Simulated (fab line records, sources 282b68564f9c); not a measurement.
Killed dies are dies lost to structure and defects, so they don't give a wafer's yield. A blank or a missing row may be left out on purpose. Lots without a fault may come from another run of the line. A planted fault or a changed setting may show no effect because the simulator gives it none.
fab line records | flow rit_cmos
record lots=5 wafers=23
route steps=202 shown M1@192
start_h: hours from the record's first day to the start of the lot's first wafer shown | wait_h: hours since the lot's step before | " the same as in the row above | L1.1+2: a row that stands for several wafers | - no value, or no start given | * or withheld: withheld | < > ~ a bound
route shown NAME@n: a module of which the file shows steps, and the number in the route of the first | usual: mean/standard deviation of fault-free wafers | same: alike in all rows | chamber/n: place in a boat | sites: the reading at each site | _std_site: their standard deviation | _edge_site: outer sites' mean less inner sites' | radius_mm: how far each site lies from the wafer's centre | mask NAME#n: copy n | behind: the tool/chamber that last shaped the wafer | hold: why the lot was held/for how many hours/how that ended | device: the transistor (n, p or np) that didn't switch | end of line: the same wafers' tests at the end of the route | a step without rows: its recipe alone | killed: dies lost to structure and defects at the first sort, not the wafer's yield | map: a wafer's dies, x killed, . not, _ none there
set.NAME: the setting as run; set.NAME@STEP: as run at that earlier step | model.NAME: the simulator's own value behind a step, which no gauge read
lots whose settings were changed on purpose; a table a step, a row a wafer
## steps
# step RIT_M1_DEVELOP_08
# recipe resist=NOVOLAK develop_time_s=68 dev_temp_c=23
# columns lot.wafer tool chamber start_h wait_h set.develop_time_s
L075.1+4 litho_track-02 0 - - 77.87
L075.2+3+6 " 0 " " 68
L079.1+2 litho_track-03 0 - - 72.27
L079.3+4+5 " 0 " " 68
L080.1+3+4 litho_track-01 0 - - 68
L081.1+2 litho_track-03 0 - - 78.18
L081.3+4+5 " 0 " " 68
L085.1+2+5 litho_track-02 0 - - 68
L085.4+6 " 0 " " 61.24
# step RIT_M1_CD_MEAS_09
# recipe target_cd_nm=2600
# usual cd_nm=2600/3.1
# columns lot.wafer tool chamber start_h wait_h set.develop_time_s@M1_DEVELOP_08 cd_nm
L075.1 cd_sem-02 - 59.29 - 77.87 2590
L075.2 " - " " 68 2602
L075.3 " - " " 68 2605
L075.4 " - " " 77.87 2591
L075.6 " - " " 68 2602
L079.1 cd_sem-02 - 79.24 - 72.27 2593
L079.2 " - " " 72.27 2593
L079.3 " - " " 68 2600
L079.4 " - " " 68 2601
L079.5 " - " " 68 2602
L080.1 cd_sem-02 - 83.67 - 68 2598
L080.3 " - " " 68 2598
L080.4 " - " " 68 2599
L081.1 cd_sem-02 - 90.17 - 78.18 2593
L081.2 " - " " 78.18 2592
L081.3 " - " " 68 2603
L081.4 " - " " 68 2603
L081.5 " - " " 68 2605
L085.1 cd_sem-02 - 108.68 - 68 2606
L085.2 " - " " 68 2605
L085.4 " - " " 61.24 2616
L085.5 " - " " 68 2606
L085.6 " - " " 61.24 2615
# step RIT_M1_HARDBAKE_11
# recipe resist=NOVOLAK temp_c=140 time_s=120
# step RIT_M1_STRIP_13
# recipe chemistry=nmp resist=NOVOLAK temp_c=80 time_s=621.8 dry=n2_spin
# step RIT_M1_STRIP_14
# recipe chemistry=O2 time_s=180 platen_temp_c=withheld power_w=500 pressure_mtorr=4000 o2_flow_sccm=4000
# step RIT_M1_CD_MEAS_90
# recipe target_cd_nm=2600
# usual cd_nm=2600.7/2.9
# columns lot.wafer tool chamber start_h wait_h set.develop_time_s@M1_DEVELOP_08 cd_nm
L075.1 cd_sem-02 - 60.22 0.1 77.87 2588.9
L075.2 " - " " 68 2600.9
L075.3 " - " " 68 2601.9
L075.4 " - " " 77.87 2589.4
L075.6 " - " " 68 2600.2
L079.1 cd_sem-01 - 80.16 0.1 72.27 2593.6
L079.2 " - " " 72.27 2595.9
L079.3 " - " " 68 2599.8
L079.4 " - " " 68 2601.8
L079.5 " - " " 68 2603.2
L080.1 cd_sem-01 - 84.59 0.1 68 2598.9
L080.3 " - " " 68 2601.0
L080.4 " - " " 68 2599.8
L081.1 cd_sem-01 - 91.35 0.1 78.18 2592.3
L081.2 " - " " 78.18 2590.2
L081.3 " - " " 68 2600.3
L081.4 " - " " 68 2602.8
L081.5 " - " " 68 2603.9
L085.1 cd_sem-01 - 109.60 0.1 68 2606.4
L085.2 " - " " 68 2605.3
L085.4 " - " " 61.24 2616.3
L085.5 " - " " 68 2607.4
L085.6 " - " " 61.24 2615.6
## key
split step=RIT_M1_DEVELOP_08 setting=develop_time_s stated=68 by=wafer
response step=RIT_M1_CD_MEAS_09 reading=cd_nm change=-0.862 per=1% r=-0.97
response step=RIT_M1_CD_MEAS_90 reading=cd_nm change=-0.831 per=1% r=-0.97
